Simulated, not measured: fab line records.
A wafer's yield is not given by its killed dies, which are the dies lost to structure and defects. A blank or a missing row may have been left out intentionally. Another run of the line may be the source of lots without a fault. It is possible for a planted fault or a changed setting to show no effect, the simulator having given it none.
Matching of chambers + flow berkeley_cmos170 + UCB170_PWELL_ETCH_14 on rie_diel-02: 4 sister chambers
The step etches Si3N4 in CH3F/Ar/O2, stops on SiO2, target depth 242 nm, time 151 s. 4 wafers are shown with their chamber, then 7 later ones without.

## WAFERS, EACH WITH ITS CHAMBER
| wafer  | chamber | throttle_valve_pct (%) |
|--------|---------|------------------------|
| L875.1 | 1       | 8.03                   |
| L882.3 | 2       | 8.28                   |
| L884.2 | 3       | 7.98                   |
| L884.3 | 0       | 7.85                   |

## WAFERS WHOSE CHAMBER IS MISSING
| wafer  | throttle_valve_pct (%) |
|--------|------------------------|
| L884.4 | 7.85                   |
| L886.1 | 7.84                   |
| L886.2 | 8.00                   |
| L886.3 | 8.03                   |
| L888.3 | 7.85                   |
| L888.4 | 8.03                   |
| L888.5 | 8.04                   |

## WHICH CHAMBER EACH WENT THROUGH
| wafer  | from the rows above     | in truth |
|--------|-------------------------|----------|
| L884.4 | 0                       | 0        |
| L886.1 | 0                       | 0        |
| L886.2 | can't be placed: 3 or 1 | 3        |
| L886.3 | 1                       | 1        |
| L888.3 | 0                       | 0        |
| L888.4 | 1                       | 1        |
| L888.5 | 1                       | 1        |
Correctly placed: 6 of 7. Unplaceable from these rows: 1, with the true chamber sitting among the candidates in 1. Placed wrongly: 0.
How it was worked out, from the rows above alone: a wafer's distance from a chamber is the root of the sum, over the readings, of the square of ((its reading less the chamber's mean) divided by the reading's scatter). The wafer belongs to the nearest chamber; if the next one is less than 2 further off, it can't be placed. The mean given for a chamber averages the wafers shown for that chamber. The scatter (one wafer shown for each chamber): square how far every hidden wafer sits from the nearest shown wafer, average those squares and take the square root.
